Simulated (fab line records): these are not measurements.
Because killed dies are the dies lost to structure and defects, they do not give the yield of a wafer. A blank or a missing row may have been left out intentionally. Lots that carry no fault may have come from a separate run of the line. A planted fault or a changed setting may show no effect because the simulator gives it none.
Which of the tools did it? + flow berkeley-cmos170 + 15 lots, 45 wafers sampled, at 1 step of a route of 331

== WHAT THE GAUGES SHOWED, per wafer ==
The record lacks any reading of a measuring or inspecting step that a usual standard deviation could be used to judge.

== EACH LOT AND THE TOOL THAT RAN IT (in order: tool; ch and the chambers of the sampled wafers; start) ==
| lot  | UCB170_SPACER_CVD_00           |
|------|--------------------------------|
| L835 | pecvd-01 ch 0,1,2, day 6 17:44 |
| L839 | pecvd-01 ch 0,2, day 7 03:11   |
| L836 | pecvd-03 ch 0,1,2, day 7 03:54 |
| L838 | pecvd-01 ch 0,1, day 7 04:10   |
| L837 | pecvd-03 ch 0,2, day 7 04:22   |
| L841 | pecvd-01 ch 0,1, day 7 13:36   |
| L840 | pecvd-03 ch 0,1,2, day 7 14:13 |
| L844 | pecvd-03 ch 0,1,2, day 8 03:04 |
| L845 | pecvd-02 ch 0,2, day 8 03:25   |
| L842 | pecvd-01 ch 1,2, day 8 03:35   |
| L843 | pecvd-03 ch 0,2, day 8 03:47   |
| L851 | pecvd-01 ch 0,1,2, day 9 16:38 |
| L852 | pecvd-03 ch 1,2, day 9 17:01   |
| L853 | pecvd-03 ch 0,2, day 10 07:12  |
| L858 | pecvd-02 ch 1,2, day 11 07:29  |
- UCB170_SPACER_CVD_00: deposits SiO2 from TEOS/O2, target thk 376 nm, time 48.07 s.

== WHAT THE TOOLS THEMSELVES READ (means of the sampled wafers that have a number; where no wafer has one, the mark that the record gives instead) ==
UCB170_SPACER_CVD_00. Usual: heater-power-w 276 W, standard deviation 62; pressure-mtorr 9001 mTorr, standard deviation 16.
| lot  | tool     | heater-power-w (W) | pressure-mtorr (mTorr) | flag |
|------|----------|--------------------|------------------------|------|
| L835 | pecvd-01 | 273                | 9009                   |      |
| L839 | pecvd-01 | 305                | 9004                   |      |
| L836 | pecvd-03 | 262                | 8985                   |      |
| L838 | pecvd-01 | 262                | 9021                   |      |
| L837 | pecvd-03 | 328                | 8999                   |      |
| L841 | pecvd-01 | 270                | 9009                   |      |
| L840 | pecvd-03 | 276                | 8992                   |      |
| L844 | pecvd-03 | 231                | 8976                   |      |
| L845 | pecvd-02 | 272                | 8993                   |      |
| L842 | pecvd-01 | 242                | 9001                   |      |
| L843 | pecvd-03 | 288                | 8999                   |      |
| L851 | pecvd-01 | -                  | -                      | OFF  |
| L852 | pecvd-03 | -                  | -                      | OFF  |
| L853 | pecvd-03 | -                  | -                      | OFF  |
| L858 | pecvd-02 | 237                | 9000                   |      |

== THE ANSWER, worked out from the rows above alone ==
Rule: a lot counts as off when the mean over its wafers that have a number is more than 3 standard deviations away from the usual mean. A lot without any number at a reading at which 4 lots or more have one is off too. All remaining lots with rows at the step are treated as sound. First the gauges in route order, then the tools' own readings, where a lot's mean is used as printed above. The first step at which some lot is off is used, and at that step the reading that is off furthest; a lot without a number counts as furthest.
Off: L851, L852, L853 (UCB170_SPACER_CVD_00, heater-power-w). Without a number there: L851, L852, L853.
If a tool, at that step or one of the process steps before it, ran each lot that is off and ran no sound lot following the first of them, it fits. None of those tried fits.

== WHAT HAD BEEN PUT IN BY THE SIMULATOR ==
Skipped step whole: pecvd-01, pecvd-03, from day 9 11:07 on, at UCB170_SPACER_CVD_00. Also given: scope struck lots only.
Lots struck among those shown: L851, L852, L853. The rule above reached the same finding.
